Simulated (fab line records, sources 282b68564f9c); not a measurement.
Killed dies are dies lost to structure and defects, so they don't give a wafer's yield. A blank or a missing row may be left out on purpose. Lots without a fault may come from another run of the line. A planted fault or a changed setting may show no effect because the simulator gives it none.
A struck lot beside a sound one | flow rit_cmos | 15 steps out of a route of 202
Sound: wafers L658.1, L658.3, L658.5. Struck: wafer L655.4. (L655.2, L655.5 of the same lot were not struck and are left out.) The cause comes at the end.
At each step with rows: each side's tool, then ch and its chambers, then its first start. Under that, the readings that differ: sound wafers | struck wafers | difference of the means | sigmas: that difference in standard deviations of wafers without a fault.
alike: readings whose means differ by less than 2 such deviations, and words and numbers that are the same on both sides. not compared: withheld readings, readings that some wafer has no value for, bounds like >300 that may hide the same value, and numbers for which the record gives no deviation and whose values overlap.
The two part at a step that has a row with sigmas, a row that says differs or no value, or rows on one side only. Numbers that don't overlap but have no deviation are shown without sigmas and don't part them. A reading that every wafer of one side lacks parts them only if that side has two wafers or more.

RIT_M1_THK_MEAS_02: measures by xrf.
  sound on film_metro-02, day 5 22:13; struck on film_metro-04, day 5 02:24
  alike: M1_AL_THK
then, 6 steps without rows for these wafers: RIT_M1_HMDS_03 (prime time 60 s); RIT_M1_COAT_04 (resist thk 1300 nm); RIT_M1_SOFTBAKE_05 (time 60 s); RIT_M1_EXPOSE_06 (exposes mask M12, target cd 2600 nm); RIT_M1_PEB_07; RIT_M1_DEVELOP_08 (develop time 68 s).
RIT_M1_CD_MEAS_09: target cd 2600 nm.
  sound on cd_sem-02, day 5 23:28; struck on cd_sem-02, day 5 03:28
  alike: cd_nm
RIT_M1_OVL_MEAS_10:
  sound on overlay-01, day 5 23:35; struck on overlay-02, day 5 03:35
  alike: M1_OVL
then, 1 step without rows for these wafers: RIT_M1_HARDBAKE_11 (time 120 s).
RIT_M1_METAL_ETCH_12: etches Al in Cl2/BCl3, stops on SiO2, time 165 s, target depth 600 nm.
  sound on rie_metal-03 ch 0,1, day 5 23:53; struck on rie_metal-03 ch 1, day 5 03:52
  alike: drypump_motor_current_A, oes_product_au, throttle_valve_pct
  not compared: rf_hours_counter_h
then, 1 step without rows for these wafers: RIT_M1_STRIP_13 (strips in nmp, time 600 s).
RIT_M1_STRIP_14: strips in O2, time 180 s.
  sound on plasma_asher-03 ch 0, day 6 00:14; struck on plasma_asher-01 ch 0, day 5 04:13
  reading          | sound             | struck | difference | sigmas
  run_length_s (s) | 207.8 207.8 207.7 | 186.4  | -21.4      | -61
  alike: drypump_motor_current_A, o2_flow_sccm
  not compared: rf_hours_counter_h
RIT_M1_CD_MEAS_90: target cd 2600 nm.
  sound on cd_sem-02, day 6 00:25; struck on cd_sem-01, day 5 04:29
  alike: cd_nm
RIT_M1_PROBE_99:
  sound on prober-01, day 6 02:09; struck on prober-02, day 5 06:22
  reading     | sound | struck | difference | sigmas
  killed_open | 0 1 2 | 5      | +4         | +2
  alike: defect_limited_yield, killed_at_front_end, killed_dies, killed_short, sort_bin_3_pad_short, sort_bin_5_function, sort_bin_6_memory, sort_n_pass, sort_yield_pct

WHERE THEY PART
First at RIT_M1_STRIP_14; last, within this record, at RIT_M1_PROBE_99.

WHY: what the simulator had put in
Process parameter drift: plasma_asher-01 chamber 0, from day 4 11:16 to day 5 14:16, at RIT_M1_STRIP_14. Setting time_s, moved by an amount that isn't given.
